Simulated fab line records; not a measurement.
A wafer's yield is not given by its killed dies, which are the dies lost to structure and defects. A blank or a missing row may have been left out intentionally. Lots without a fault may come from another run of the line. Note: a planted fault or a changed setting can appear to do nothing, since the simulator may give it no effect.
Comparing a struck lot with a sound one	flow rit-cmos	27 out of 202 route steps
Sound: the wafers L820.1, L820.3, L820.6. The struck wafers were L822.2, L822.3, L822.4. The cause is given at the end.
Per side, at each step with rows, come the tool, then ch with its chambers, and then its first start. Under that, the readings that differ: sound wafers	struck wafers	difference of the means	sigmas: that difference in standard deviations of wafers without a fault.
alike: a reading whose means differ by less than 2 such deviations, as well as words and numbers matching on both sides. not compared: withheld readings; readings where some wafer has no value; bounds like >300 that might hide an equal value; numbers whose values overlap and for which the record gives no deviation.
Wherever a step has rows on one side only, a row that says differs or no value, or a row with sigmas, the two part there. When numbers do not overlap yet have no deviation, they are printed without sigmas and do not part them. A reading that every wafer of one side lacks parts them only if that side has two wafers or more.

RIT_ACTIVE_BOW_MEAS_00:
  sound: film-metro-03 at day 2 16:00; struck: film-metro-01 at day 3 02:01
  alike: INCOMING_BOW
then, 1 step without rows for these wafers: RIT_ACTIVE_OXIDATION_01 (target thk 46.8 nm, ox time 3360 s).
RIT_ACTIVE_THK_MEAS_02:
  sound: film-metro-03 at day 2 19:05; struck: film-metro-03 at day 3 04:04
  alike: ACTIVE_OXIDE_THK
RIT_ACTIVE_CVD_03: deposits Si3N4 from SiH2Cl2/NH3, target thk 150 nm, time 1500 s.
  sound on lpcvd-02 ch 1, day 2 19:08; struck on lpcvd-02 ch 0, day 3 06:29
reading	sound	struck	difference	sigmas
model.Si3N4_of_ACTIVE_CVD_03.thk-nm (nm)	147 149 149	99.35 98.44 96.74	-50.16	
  alike: pressure-mtorr
RIT_ACTIVE_THK_MEAS_04:
  sound: film-metro-01 at day 2 20:33; struck: film-metro-01 at day 3 08:37
reading	sound	struck	difference	sigmas
ACTIVE_NITRIDE_THK (nm)	147.0 149.1 148.9	99.3 98.3 96.6	-50.3	-36
then, 6 steps without rows for these wafers: RIT_ACTIVE_HMDS_05 (prime time 60 s); RIT_ACTIVE_COAT_06 (resist thk 1000 nm); RIT_ACTIVE_SOFTBAKE_07 (time 60 s); RIT_ACTIVE_EXPOSE_08 (exposes mask M1, target cd 1400 nm); RIT_ACTIVE_PEB_09; RIT_ACTIVE_DEVELOP_10 (develop time 50 s).
RIT_ACTIVE_CD_MEAS_11 targets a cd of 1400 nm.
  sound: cd-sem-01 at day 2 21:28; struck: cd-sem-01 at day 3 09:40
reading	sound	struck	difference	sigmas
cd-nm (nm)	1401.5 1403.1 1401.6	1395.8 1398.9 1399.3	-4.1	-2
then, 1 step without rows for these wafers: RIT_ACTIVE_HARDBAKE_12 (time 60 s).
RIT_ACTIVE_ETCH_13: etches Si3N4 in SF6, stops on SiO2, time 210 s, target depth 210 nm.
  sound on rie-diel-03 ch 1,3, day 2 21:50; struck on rie-diel-01 ch 0,2,3, day 3 09:55
reading	sound	struck	difference	sigmas
oes-product-au (a.u.)	0.822 0.828 0.832	0.662 0.670 0.676	-0.158	-11
model.ACTIVE.feature-depth-nm (nm)	147.1 149 149.1	99.35 98.6 96.74	-50.17	
model.etch.depth-nm (nm)	147 149 149	99.35 98.44 96.74	-50.16	
  alike: drypump-motor-current-A, throttle-valve-pct
  not compared: rf-hours-counter-h
RIT_ACTIVE_STRIP_14: strips in O2, time 180 s.
  sound on plasma-asher-04 ch 1, day 2 21:59; struck on plasma-asher-04 ch 0,1, day 3 10:03
  alike: drypump-motor-current-A
  not compared: rf-hours-counter-h
RIT_ACTIVE_CD_MEAS_90 targets a cd of 1400 nm.
  sound: cd-sem-01 at day 2 22:09; struck: cd-sem-01 at day 3 10:15
  alike: cd-nm
then, 4 steps without rows for these wafers: RIT_ACTIVE_CLEAN_15 (cleans in SC1, time 600 s); RIT_ACTIVE_CLEAN_16 (cleans in dHF, time 30 s); RIT_ACTIVE_CLEAN_17 (cleans in SC2, time 600 s); RIT_FOX1_OXIDATION_00 (target thk 350.7 nm, ox time 1130 s).
RIT_FOX1_THK_MEAS_01:
  sound: film-metro-04 at day 3 00:22; struck: film-metro-04 at day 3 12:02
reading	sound	struck	difference	sigmas
FOX1_OXIDE_THK (nm)	342 342 342	359 358 354	+15	+2
then, 2 steps without rows for these wafers: RIT_FOX1_WET_ETCH_02 (etches SiO2 in BOE, target depth 350 nm, time 390 s); RIT_FOX2_OXIDATION_00 (target thk 350.7 nm, ox time 1130 s).
RIT_FOX2_THK_MEAS_01:
  sound: film-metro-03 at day 3 01:54; struck: film-metro-04 at day 3 14:26
  alike: FOX2_OXIDE_THK
RIT_FOX2_CLEAN_02: cleans in dHF, time 180 s.
  sound on wet-bench-01 ch 2, day 3 01:58; struck on wet-bench-01 ch 0, day 3 14:29
reading	sound	struck	difference	sigmas
model.Si3N4_of_ACTIVE_CVD_03.thk-nm (nm)	127.8 129.7 129.7	80.11 79.21 77.51	-50.12	
then, 1 step without rows for these wafers: RIT_FOX2_WET_ETCH_03 (etches Si3N4 in H3PO4, target depth 195 nm, time 2700 s).
RIT_M1_PROBE_99:
  sound: prober-01 at day 4 19:07; struck: prober-01 at day 5 08:18
reading	sound	struck	difference	sigmas
model.etest.pldd.width-nm (nm)	3185 3196 3197	3115 3120 3112	-77	
model.etest.nldd.width-nm (nm)	3192 3206 3203	3110 3105 3101	-95	
model.etest.nplus-sal.width-nm (nm)	3468 3454 3462	3383 3370 3402	-76	
model.etest.pplus-sal.width-nm (nm)	3457 3473 3465	3386 3374 3404	-77	
model.etest.nmos-narrow.drive-ua-um	232.7 230.6 229.6	202.8 207.7 206.4	-25.3	
model.etest.pmos-narrow.drive-ua-um	107.4 106.9 105.6	91.97 92.11 91.92	-14.63	
  alike: killed_at_M0_to_M3, killed-at-contacts, killed-at-front-end, killed-dies, killed-open, killed-short

## WHERE THEY PART
At RIT_ACTIVE_THK_MEAS_04 first; at RIT_FOX1_THK_MEAS_01 last (within this record only). Later steps at which nothing parts them and some readings are alike: RIT_FOX2_THK_MEAS_01, RIT_M1_PROBE_99.

WHY: what the simulator had put in
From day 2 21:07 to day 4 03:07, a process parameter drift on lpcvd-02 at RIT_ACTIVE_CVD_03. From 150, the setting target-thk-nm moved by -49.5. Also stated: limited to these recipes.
